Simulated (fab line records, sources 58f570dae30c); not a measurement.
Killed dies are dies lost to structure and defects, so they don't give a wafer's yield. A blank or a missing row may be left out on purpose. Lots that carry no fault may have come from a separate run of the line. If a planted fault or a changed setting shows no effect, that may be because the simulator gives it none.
Which of the tools did it? ; flow berkeley cmos170 ; 14 lots, 42 wafers sampled, at 2 steps of a route of 331

== WHAT THE GAUGES SHOWED, per wafer ==
UCB170_NWELL_THK_MEAS_05. Usual: NWELL_NITRIDE_THK typically reads 225.7 nm, with standard deviation 2.1.
lot;measured;on;NWELL_NITRIDE_THK (nm);flag
L810;day 2 14:58;film metro-02;226.9 230.0 228.6;
L812;day 3 01:30;film metro-02;227.0 226.7 228.6;
L813;day 3 01:29;film metro-03;225.7 226.1 223.8;
L814;day 3 06:39;film metro-02;228.0 226.1 228.0;
L816;day 3 12:57;film metro-01;222.7 225.7 223.8;
L817;day 3 20:37;film metro-02;227.1 227.9 228.1;
L819;day 4 06:04;film metro-01;228.5 227.9 229.2;
L822;day 4 18:41;film metro-03;227.5 227.9 227.1;
L825;day 5 08:08;film metro-01;225.9 226.1 226.9;
L826;day 5 14:46;film metro-02;193.4 193.8 194.7;OFF
L827;day 5 20:06;film metro-01;190.5 191.1 191.5;OFF
L828;day 6 09:58;film metro-03;224.6 227.2 228.5;
L829;day 6 09:58;film metro-02;223.9 223.9 222.6;
L832;day 7 07:58;film metro-03;224.8 225.4 225.5;

== EACH LOT AND THE TOOL THAT RAN IT (in order: tool; ch and the chambers of the sampled wafers; start) ==
lot;UCB170_NWELL_CVD_04
L810;lpcvd-01 ch 0, day 2 13:02
L812;lpcvd-02 ch 0, day 2 23:33
L813;lpcvd-02 ch 1, day 2 23:33
L814;lpcvd-02 ch 1, day 3 04:42
L816;lpcvd-01 ch 0, day 3 11:01
L817;lpcvd-01 ch 0, day 3 18:40
L819;lpcvd-02 ch 1, day 4 04:07
L822;lpcvd-02 ch 1, day 4 16:45
L825;lpcvd-01 ch 0, day 5 06:08
L826;lpcvd-02 ch 1, day 5 12:50
L827;lpcvd-02 ch 0, day 5 18:10
L828;lpcvd-01 ch 0, day 6 08:02
L829;lpcvd-01 ch 0, day 6 08:02
L832;lpcvd-01 ch 1, day 7 06:02
- UCB170_NWELL_CVD_04: deposits Si3N4 from SiH2Cl2/NH3, target thk 224 nm, time 3360 s.

== WHAT THE TOOLS THEMSELVES READ (means of the sampled wafers that have a number; where no wafer has one, the mark that the record gives instead) ==
UCB170_NWELL_CVD_04. Usual: nh3 flow sccm 74.97 sccm, standard deviation 0.22; zone power centre pct 38.4 %, standard deviation 2.8.
lot;tool;nh3 flow sccm (sccm);zone power centre pct (%);flag
L810;lpcvd-01;75.06;35.9;
L812;lpcvd-02;75.02;42.3;
L813;lpcvd-02;75.24;41.0;
L814;lpcvd-02;74.89;41.0;
L816;lpcvd-01;75.06;36.0;
L817;lpcvd-01;74.98;35.9;
L819;lpcvd-02;74.89;41.1;
L822;lpcvd-02;74.99;41.1;
L825;lpcvd-01;74.94;35.7;
L826;lpcvd-02;59.95;41.1;OFF
L827;lpcvd-02;59.96;42.8;OFF
L828;lpcvd-01;75.02;35.6;
L829;lpcvd-01;74.58;36.0;
L832;lpcvd-01;74.80;36.3;

== THE ANSWER, worked out from the rows above alone ==
Rule: a lot counts as off when the mean over its wafers that have a number is more than 3 standard deviations away from the usual mean. Also off: a lot with no number at a reading for which 4 or more lots have one. All remaining lots with rows at the step are treated as sound. First the gauges in route order, then the tools' own readings, where a lot's mean is used as printed above. The first step at which some lot is off is used, and at that step the reading that is off furthest; a lot without a number counts as furthest.
Off: L826, L827, seen at UCB170_NWELL_THK_MEAS_05 (NWELL_NITRIDE_THK).
A tool fits if, at a process step before that reading, it ran every lot that is off, and no sound lot after the first of them. Not tried: the gauges at UCB170_NWELL_THK_MEAS_05; whatever is off there is also off at UCB170_NWELL_CVD_04, on other tools, and gauge error can't account for it. One candidate fits, namely lpcvd-02 at UCB170_NWELL_CVD_04. A fault onset in the window from L822 (day 4 16:45, its last sound lot) to L826 (day 5 12:50, its first lot off) fits.
The tool's own readings at UCB170_NWELL_CVD_04 bear it out: on the lots that are off they differ by more than 5 times the standard deviation of the sound lots' means. nh3 flow sccm reads 59.95 sccm there against 74.96 sccm on the sound lots.

== WHAT HAD BEEN PUT IN BY THE SIMULATOR ==
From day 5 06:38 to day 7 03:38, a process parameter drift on lpcvd-02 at UCB170_NWELL_CVD_04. Setting nh3 flow sccm, moved by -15, from 75. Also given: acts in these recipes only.
Lots struck among those shown: L826, L827. The rule given above showed the same thing.
